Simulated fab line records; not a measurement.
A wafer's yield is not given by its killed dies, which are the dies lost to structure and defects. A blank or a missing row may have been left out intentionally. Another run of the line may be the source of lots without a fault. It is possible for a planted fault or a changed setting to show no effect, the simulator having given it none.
2 desks looking at one fault ; flow berkeleyCmos170 ; each desk holds nothing but its own numbers, with what lay behind them at the end

AT THE METROLOGY DESK
Lot by lot, what the gauges showed, no matter which tool ran the lot: averages of those sampled wafers that carry a number. Marked OUT: a lot whose mean sits more than 4 standard deviations from the usual mean, which makes it out of limits; the brackets give that distance.
Columns: A = cdNm at UCB170_NLDD_CD_MEAS_06, usual 1199.5 nm; B = NLDD_OVL at UCB170_NLDD_OVL_MEAS_07, usual 3 nm; C = NLDD_TW at UCB170_NLDD_TW_MEAS_11, usual 2205; D = SPACER_TEOS_THK at UCB170_SPACER_THK_MEAS_01, usual 376 nm
lot;first seen here;A;B;C;D
L582;day 7 01:26;1198.1;10;2209;376
L583;day 7 01:46;1198.4;-1;2206;377
L598;day 10 10:43;1202.8;-2;2210;376
L599;day 10 11:42;1200.7;-2;2204;378
L600;day 10 11:58;1200.9;9;2213;345 (-6.5) OUT
This desk finds L600 out of limits, with the earliest case on L600 at day 10 12:59 (SPACER_TEOS_THK at UCB170_SPACER_THK_MEAS_01). In limits: L582, L583, L598, L599.

FOR THE TOOL OWNER'S DESK: pecvd-04
The tool's own readings at UCB170_SPACER_CVD_00 (deposits SiO2 from TEOS/O2, target thk 376 nm, time 47 s): means of the sampled wafers that have a number, for each lot that ran on this tool. Marked OUT: a lot whose mean sits more than 4 standard deviations from the usual mean, which makes it out of limits; the brackets give that distance.
Columns: A = heaterPowerW at UCB170_SPACER_CVD_00, usual 254 W
lot;first seen here;A
L582;day 7 05:32;231
L600;day 10 12:56;240
This desk's finding: nothing out of limits on any of the 2 lots.

BROUGHT TOGETHER
The metrology desk could have raised an alarm at day 10 12:59, on L600.
The desk of the tool owner found nothing out of limits.
The tool owner's desk has L600 on record, within its limits.
All the named lots went through UCB170_SPACER_CVD_00 on pecvd-04.

WHAT THE SIMULATOR HAD INSERTED
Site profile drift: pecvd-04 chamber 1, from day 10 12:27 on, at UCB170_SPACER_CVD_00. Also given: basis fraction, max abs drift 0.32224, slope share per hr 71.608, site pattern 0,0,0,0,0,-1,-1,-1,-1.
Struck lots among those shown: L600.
Hours from the fault's start to each desk's first reading out of limits: the metrology desk, 1.
